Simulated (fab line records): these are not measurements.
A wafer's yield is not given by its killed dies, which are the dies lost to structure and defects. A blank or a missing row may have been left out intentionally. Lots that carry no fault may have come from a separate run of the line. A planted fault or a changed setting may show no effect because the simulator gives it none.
fab line records :: flow rit_cmos
record
  lots=14
  wafers=42
  last_day=7
route steps=202 shown SDANNEAL@156
lots with no fault: from the same line, run without faults
start_h: the number of hours between the record's first day and the start of the first shown wafer of the lot :: wait_h: time in hours since the lot's previous step :: " repeats the value in the row above :: L1.1+2: a single row standing in for several wafers :: - no value, or no start was given :: * or withheld: withheld :: < > ~ a bound
route shown NAME@n: NAME is a module with steps in the file, n the number in the route of the first one :: usual: the fault-free wafers' mean and standard deviation :: same: alike in all rows :: chamber/n: place in a boat :: sites: per-site readings :: _std_site: standard deviation of those values :: _edge_site: inner sites' mean taken away from outer sites' mean :: radius_mm: how far each site lies from the wafer's centre :: mask NAME#n: copy n :: behind: the last tool/chamber to shape the wafer :: hold: what put the lot on hold/how long, in hours/how the hold closed :: device: transistor that didn't switch, given as n, p or np :: end of line: tests of these same wafers at the route's end :: a step given without rows: its recipe and nothing more :: killed: count of dies lost to structure and defects at first sort (not the wafer's yield) :: map: dies across one wafer; x = killed, . = not, _ = none there
set.NAME: the setting the step ran with; set.NAME@STEP: the setting that earlier step ran with :: model.NAME: the simulator's own value behind a step, which no gauge read
one table for each step of the route and one row for each wafer, over a sample of lots
## steps
# step RIT_SDANNEAL_RTA_03
# recipe
  temp_c=1050
  time_s=5
  idle_temp_c=600
  ramp_up_c_per_s=342
  ramp_down_c_per_s=171
  cool_to_c=600
  ambient=N2
# usual
  anneal_temp_c_max=1055.5/1.9
  chamber_o2_ppm=1.998/0.02
  wafer_temp_C_max=1053.5/1.1
lot.wafer: L166.2
tool: rtp_anneal-01
chamber: 0
start_h: 50.80
wait_h: 0.0
anneal_temp_c_max: 1057.7
chamber_o2_ppm: 2.013
wafer_temp_C_max: 1052.7

lot.wafer: L166.3
tool: rtp_anneal-01
chamber: 0
start_h: 50.80
wait_h: 0.0
anneal_temp_c_max: 1061.1
chamber_o2_ppm: 1.996
wafer_temp_C_max: 1052.7

lot.wafer: L166.6
tool: rtp_anneal-01
chamber: 0
start_h: 50.80
wait_h: 0.0
anneal_temp_c_max: 1056.2
chamber_o2_ppm: 1.979
wafer_temp_C_max: 1054.9

lot.wafer: L167.3
tool: rtp_anneal-02
chamber: 0
start_h: 55.81
wait_h: 0.0
anneal_temp_c_max: 1053.3
chamber_o2_ppm: 2.002
wafer_temp_C_max: 1052.5

lot.wafer: L167.5
tool: rtp_anneal-02
chamber: 0
start_h: 55.81
wait_h: 0.0
anneal_temp_c_max: 1054.9
chamber_o2_ppm: 2.004
wafer_temp_C_max: 1052.9

lot.wafer: L167.6
tool: rtp_anneal-02
chamber: 0
start_h: 55.81
wait_h: 0.0
anneal_temp_c_max: 1054.3
chamber_o2_ppm: 2.000
wafer_temp_C_max: 1052.4

lot.wafer: L168.2
tool: rtp_anneal-01
chamber: 0
start_h: 62.43
wait_h: 0.0
anneal_temp_c_max: 1059.7
chamber_o2_ppm: 1.991
wafer_temp_C_max: 1052.8

lot.wafer: L168.3
tool: rtp_anneal-01
chamber: 0
start_h: 62.43
wait_h: 0.0
anneal_temp_c_max: 1056.3
chamber_o2_ppm: 1.988
wafer_temp_C_max: 1053.1

lot.wafer: L168.5
tool: rtp_anneal-01
chamber: 0
start_h: 62.43
wait_h: 0.0
anneal_temp_c_max: 1055.5
chamber_o2_ppm: 2.001
wafer_temp_C_max: 1053.9

lot.wafer: L169.2
tool: rtp_anneal-02
chamber: 0
start_h: 66.10
wait_h: 0.0
anneal_temp_c_max: 1053.8
chamber_o2_ppm: 2.003
wafer_temp_C_max: 1055.1

lot.wafer: L169.3
tool: rtp_anneal-02
chamber: 0
start_h: 66.10
wait_h: 0.0
anneal_temp_c_max: 1052.9
chamber_o2_ppm: 1.982
wafer_temp_C_max: 1053.1

lot.wafer: L169.5
tool: rtp_anneal-02
chamber: 0
start_h: 66.10
wait_h: 0.0
anneal_temp_c_max: 1053.4
chamber_o2_ppm: 1.984
wafer_temp_C_max: 1054.0

lot.wafer: L170.1
tool: rtp_anneal-01
chamber: 0
start_h: 70.95
wait_h: 0.0
anneal_temp_c_max: 1060.0
chamber_o2_ppm: 2.027
wafer_temp_C_max: 1053.9

lot.wafer: L170.2
tool: rtp_anneal-01
chamber: 0
start_h: 70.95
wait_h: 0.0
anneal_temp_c_max: 1056.5
chamber_o2_ppm: 1.982
wafer_temp_C_max: 1055.4

lot.wafer: L170.5
tool: rtp_anneal-01
chamber: 0
start_h: 70.95
wait_h: 0.0
anneal_temp_c_max: 1056.9
chamber_o2_ppm: 2.008
wafer_temp_C_max: 1052.7

lot.wafer: L172.2
tool: rtp_anneal-01
chamber: 0
start_h: 79.47
wait_h: 0.0
anneal_temp_c_max: 1056.4
chamber_o2_ppm: 2.036
wafer_temp_C_max: 1052.0

lot.wafer: L172.5
tool: rtp_anneal-01
chamber: 0
start_h: 79.47
wait_h: 0.0
anneal_temp_c_max: 1058.5
chamber_o2_ppm: 2.019
wafer_temp_C_max: 1054.3

lot.wafer: L172.6
tool: rtp_anneal-01
chamber: 0
start_h: 79.47
wait_h: 0.0
anneal_temp_c_max: 1059.4
chamber_o2_ppm: 1.990
wafer_temp_C_max: 1053.8

lot.wafer: L174.2
tool: rtp_anneal-01
chamber: 0
start_h: 90.23
wait_h: 0.0
anneal_temp_c_max: 1059.5
chamber_o2_ppm: 2.028
wafer_temp_C_max: 1057.1

lot.wafer: L174.5
tool: rtp_anneal-01
chamber: 0
start_h: 90.23
wait_h: 0.0
anneal_temp_c_max: 1055.4
chamber_o2_ppm: 2.009
wafer_temp_C_max: 1054.5

lot.wafer: L174.6
tool: rtp_anneal-01
chamber: 0
start_h: 90.23
wait_h: 0.0
anneal_temp_c_max: 1056.5
chamber_o2_ppm: 1.992
wafer_temp_C_max: 1053.6

lot.wafer: L183.1
tool: rtp_anneal-02
chamber: -
start_h: 134.94
wait_h: 0.0
anneal_temp_c_max: -
chamber_o2_ppm: -
wafer_temp_C_max: -

lot.wafer: L183.2
tool: rtp_anneal-02
chamber: -
start_h: 134.94
wait_h: 0.0
anneal_temp_c_max: -
chamber_o2_ppm: -
wafer_temp_C_max: -

lot.wafer: L183.4
tool: rtp_anneal-02
chamber: -
start_h: 134.94
wait_h: 0.0
anneal_temp_c_max: -
chamber_o2_ppm: -
wafer_temp_C_max: -

lot.wafer: L184.2
tool: rtp_anneal-01
chamber: -
start_h: 139.41
wait_h: 0.0
anneal_temp_c_max: -
chamber_o2_ppm: -
wafer_temp_C_max: -

lot.wafer: L184.4
tool: rtp_anneal-01
chamber: -
start_h: 139.41
wait_h: 0.0
anneal_temp_c_max: -
chamber_o2_ppm: -
wafer_temp_C_max: -

lot.wafer: L184.6
tool: rtp_anneal-01
chamber: -
start_h: 139.41
wait_h: 0.0
anneal_temp_c_max: -
chamber_o2_ppm: -
wafer_temp_C_max: -

lot.wafer: L185.1
tool: rtp_anneal-02
chamber: 0
start_h: 143.75
wait_h: 0.0
anneal_temp_c_max: 1054.7
chamber_o2_ppm: 1.970
wafer_temp_C_max: 1055.0

lot.wafer: L185.3
tool: rtp_anneal-02
chamber: 0
start_h: 143.75
wait_h: 0.0
anneal_temp_c_max: 1054.9
chamber_o2_ppm: 1.971
wafer_temp_C_max: 1052.6

lot.wafer: L185.5
tool: rtp_anneal-02
chamber: 0
start_h: 143.75
wait_h: 0.0
anneal_temp_c_max: 1053.0
chamber_o2_ppm: 2.005
wafer_temp_C_max: 1052.9

lot.wafer: L186.1
tool: rtp_anneal-01
chamber: 0
start_h: 149.17
wait_h: 0.0
anneal_temp_c_max: 1057.4
chamber_o2_ppm: 2.010
wafer_temp_C_max: 1053.4

lot.wafer: L186.4
tool: rtp_anneal-01
chamber: 0
start_h: 149.17
wait_h: 0.0
anneal_temp_c_max: 1058.9
chamber_o2_ppm: 2.013
wafer_temp_C_max: 1052.1

lot.wafer: L186.5
tool: rtp_anneal-01
chamber: 0
start_h: 149.17
wait_h: 0.0
anneal_temp_c_max: 1057.5
chamber_o2_ppm: 2.028
wafer_temp_C_max: 1054.5

lot.wafer: L187.1
tool: rtp_anneal-02
chamber: 0
start_h: 154.94
wait_h: 0.0
anneal_temp_c_max: 1054.0
chamber_o2_ppm: 1.985
wafer_temp_C_max: 1051.5

lot.wafer: L187.4
tool: rtp_anneal-02
chamber: 0
start_h: 154.94
wait_h: 0.0
anneal_temp_c_max: 1054.4
chamber_o2_ppm: 2.010
wafer_temp_C_max: 1054.1

lot.wafer: L187.5
tool: rtp_anneal-02
chamber: 0
start_h: 154.94
wait_h: 0.0
anneal_temp_c_max: 1052.6
chamber_o2_ppm: 2.007
wafer_temp_C_max: 1052.2

lot.wafer: L188.1
tool: rtp_anneal-01
chamber: 0
start_h: 159.05
wait_h: 0.0
anneal_temp_c_max: 1058.3
chamber_o2_ppm: 2.009
wafer_temp_C_max: 1051.8

lot.wafer: L188.3
tool: rtp_anneal-01
chamber: 0
start_h: 159.05
wait_h: 0.0
anneal_temp_c_max: 1058.5
chamber_o2_ppm: 2.005
wafer_temp_C_max: 1054.4

lot.wafer: L188.6
tool: rtp_anneal-01
chamber: 0
start_h: 159.05
wait_h: 0.0
anneal_temp_c_max: 1053.9
chamber_o2_ppm: 1.990
wafer_temp_C_max: 1052.6

lot.wafer: L189.1
tool: rtp_anneal-02
chamber: 0
start_h: 166.85
wait_h: 0.0
anneal_temp_c_max: 1055.4
chamber_o2_ppm: 2.019
wafer_temp_C_max: 1052.5

lot.wafer: L189.3
tool: rtp_anneal-02
chamber: 0
start_h: 166.85
wait_h: 0.0
anneal_temp_c_max: 1053.7
chamber_o2_ppm: 2.028
wafer_temp_C_max: 1051.1

lot.wafer: L189.5
tool: rtp_anneal-02
chamber: 0
start_h: 166.85
wait_h: 0.0
anneal_temp_c_max: 1053.9
chamber_o2_ppm: 2.007
wafer_temp_C_max: 1054.1
## key
first_sign
  step=RIT_SDANNEAL_RTA_03
  reading=tool_record
  direction=missing
effect none on later readings
met_at RIT_SDANNEAL_RTA_03
struck_lots L183,L184
later_rows_left_out L183.1,L183.2,L183.4,L184.2,L184.4,L184.6
sort_left_out L183.1,L183.2,L183.4,L184.2,L184.4,L184.6
tester_left_out L183,L184
onset_between 90.23 134.94
fault
  kind=skipped_step_whole
  tool=rtp_anneal-01,rtp_anneal-02
  chamber=-
  onset_h=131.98
  steps=RIT_SDANNEAL_RTA_03
  scope=struck_lots_only
# tester_left_out: of these lots the tester's yield and bins aren't shown, on N5 and GAA mostly nor the transistor test; their killed dies are dies lost to structure and defects alone, not to doping, threshold or leakage, so they don't give the yield
# sort_left_out: the simulated sort isn't trusted on such a fault, so these wafers' sort isn't shown, and their yield isn't known
# later_rows_left_out: the simulator's readings of these wafers behind a module that went badly wrong aren't trusted and aren't shown, but for the sort
